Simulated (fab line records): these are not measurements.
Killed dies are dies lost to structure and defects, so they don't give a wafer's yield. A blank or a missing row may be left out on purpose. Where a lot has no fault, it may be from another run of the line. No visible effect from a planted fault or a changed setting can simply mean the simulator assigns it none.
A struck lot beside a sound one :: flow berkeleyCmos170 :: 44 steps out of a route of 331
Sound: these wafers, L846.3, L846.5, L846.6. The struck wafers were L853.1, L853.3, L853.5. The cause is named last.
Per side, at each step with rows, come the tool, then ch with its chambers, and then its first start. Under that, the readings that differ: sound wafers :: struck wafers :: difference of the means :: sigmas: that difference in standard deviations of wafers without a fault.
alike: a reading whose means differ by less than 2 such deviations, as well as words and numbers matching on both sides. not compared: withheld readings; readings where some wafer has no value; bounds like >300 that might hide an equal value; numbers whose values overlap and for which the record gives no deviation.
The two part at a step that has a row with sigmas, a row that says differs or no value, or rows on one side only. Numbers that don't overlap but have no deviation are shown without sigmas and don't part them. A reading missing from all wafers of one side parts the sides only when that side holds two or more wafers.

UCB170_PLDD_STRIP_10: strips in O2.
  sound on plasmaAsher-03 ch 0,1, day 6 18:23; struck on plasmaAsher-03 ch 0,1, day 8 08:28
  alike: drypumpMotorCurrentA, oesProductAu, stripTimeToEndpointS
  not compared: rfHoursCounterH
UCB170_PLDD_TW_MEAS_11:
  struck on filmMetro-03, day 8 08:34; sound on filmMetro-01, day 6 18:28
reading: PLDD_TW
sound: 1020 1021 1019
struck: 998 999 1001
difference: -21
sigmas: -3
then, 7 steps without rows for these wafers: UCB170_PLDD_CLEAN_12 (cleans in SPM, time 600 s); UCB170_NLDD_HMDS_00 (prime time 60 s); UCB170_NLDD_COAT_01 (resist thk 900 nm); UCB170_NLDD_SOFTBAKE_02 (time 60 s); UCB170_NLDD_EXPOSE_03 (exposes mask NSELECT, target cd 1200 nm); UCB170_NLDD_PEB_04; UCB170_NLDD_DEVELOP_05 (develop time 45 s).
UCB170_NLDD_CD_MEAS_06: the cd target is 1200 nm.
  struck on cdSem-01, day 8 09:49; sound on cdSem-02, day 6 19:42
  alike: cdNm
UCB170_NLDD_OVL_MEAS_07:
  struck on overlay-02, day 8 09:56; sound on overlay-02, day 6 19:47
  alike: NLDD_OVL
next, for these wafers, 1 step has no rows: UCB170_NLDD_IMPLANT_08.
UCB170_NLDD_IMPLANT_09:
  sound on implanter-04 ch 0, day 6 20:01; struck on implanter-03 ch 0, day 8 10:26
UCB170_NLDD_STRIP_10: strips in O2.
  sound on plasmaAsher-03 ch 0,1, day 6 20:09; struck on plasmaAsher-01 ch 0,1, day 8 10:35
reading: drypumpMotorCurrentA (A)
sound: 5.5 5.5 5.5
struck: 6.3 5.9 6.3
difference: +0.7
sigmas: +2
  alike: oesProductAu, stripTimeToEndpointS
  not compared: rfHoursCounterH
UCB170_NLDD_TW_MEAS_11:
  struck on filmMetro-03, day 8 10:55; sound on filmMetro-01, day 6 20:14
reading: NLDD_TW
sound: 2232 2234 2232
struck: 2429 2423 2432
difference: +195
sigmas: +11
then, 2 steps without rows for these wafers: UCB170_NLDD_CLEAN_12 (cleans in SPM, time 600 s); UCB170_SPACER_CVD_00 (deposits SiO2 from TEOS/O2, target thk 376 nm, time 47 s).
UCB170_SPACER_THK_MEAS_01:
  struck on filmMetro-04, day 8 12:34; sound on filmMetro-04, day 6 20:32
  alike: SPACER_TEOS_THK
then, 1 step without rows for these wafers: UCB170_SPACER_ANNEAL_02 (time 1800 s).
UCB170_SPACER_ETCHBACK_03: etches SiO2 in CHF3/CF4/Ar, stops on Si, target depth 376 nm, time 100 s.
  sound on rieDiel-04 ch 0,2,3, day 6 23:05; struck on rieDiel-03 ch 0,1,3, day 8 17:08
  alike: drypumpMotorCurrentA, oesProductAu, throttleValvePct
  not compared: rfHoursCounterH
then, 6 steps without rows for these wafers: UCB170_PSD_HMDS_00 (prime time 60 s); UCB170_PSD_COAT_01 (resist thk 900 nm); UCB170_PSD_SOFTBAKE_02 (time 60 s); UCB170_PSD_EXPOSE_03 (exposes mask PSELECT MOD, target cd 1200 nm); UCB170_PSD_PEB_04; UCB170_PSD_DEVELOP_05 (develop time 45 s).
UCB170_PSD_CD_MEAS_06: the cd target is 1200 nm.
  struck on cdSem-02, day 8 18:35; sound on cdSem-02, day 7 01:04
  alike: cdNm
UCB170_PSD_OVL_MEAS_07:
  struck on overlay-02, day 8 18:42; sound on overlay-02, day 7 01:10
  alike: PSD_OVL
next, for these wafers, 1 step has no rows: UCB170_PSD_IMPLANT_08.
UCB170_PSD_STRIP_09: strips in O2.
  sound on plasmaAsher-04 ch 0,1, day 7 01:22; struck on plasmaAsher-04 ch 0, day 8 19:04
  alike: drypumpMotorCurrentA, oesProductAu, stripTimeToEndpointS
  not compared: rfHoursCounterH
UCB170_PSD_TW_MEAS_10:
  struck on filmMetro-04, day 8 19:10; sound on filmMetro-03, day 7 01:27
  alike: PSD_TW
then, 7 steps without rows for these wafers: UCB170_PSD_CLEAN_11 (cleans in SPM, time 600 s); UCB170_NSD_HMDS_00 (prime time 60 s); UCB170_NSD_COAT_01 (resist thk 900 nm); UCB170_NSD_SOFTBAKE_02 (time 60 s); UCB170_NSD_EXPOSE_03 (exposes mask NSELECT MOD, target cd 1200 nm); UCB170_NSD_PEB_04; UCB170_NSD_DEVELOP_05 (develop time 45 s).
UCB170_NSD_CD_MEAS_06: the cd target is 1200 nm.
  struck on cdSem-02, day 8 21:19; sound on cdSem-02, day 7 03:02
  alike: cdNm
UCB170_NSD_OVL_MEAS_07:
  struck on overlay-01, day 8 21:26; sound on overlay-01, day 7 03:08
  alike: NSD_OVL
next, for these wafers, 1 step has no rows: UCB170_NSD_IMPLANT_08.
UCB170_NSD_STRIP_09: strips in O2.
  sound on plasmaAsher-03 ch 0,1, day 7 03:20; struck on plasmaAsher-02 ch 0,1, day 8 21:37
  alike: drypumpMotorCurrentA, oesProductAu, stripTimeToEndpointS
  not compared: rfHoursCounterH
UCB170_SDANNEAL_RS_MEAS_05: uses a four-point probe to measure.
  struck on filmMetro-01, day 8 23:55; sound on filmMetro-04, day 7 05:23
reading: NLDD_RS (ohm/sq)
sound: 616.9 617.3 615.9
struck: 464.7 464.8 465.0
difference: -151.9
sigmas: -89
UCB170_M3_PROBE_99:
  sound wafers here have rows in the record (prober-02, day 8 08:13); struck ones have none

## WHERE THEY PART
Earliest at UCB170_PLDD_TW_MEAS_11; latest, in this record, at UCB170_M3_PROBE_99.

WHY: whatever the simulator had introduced
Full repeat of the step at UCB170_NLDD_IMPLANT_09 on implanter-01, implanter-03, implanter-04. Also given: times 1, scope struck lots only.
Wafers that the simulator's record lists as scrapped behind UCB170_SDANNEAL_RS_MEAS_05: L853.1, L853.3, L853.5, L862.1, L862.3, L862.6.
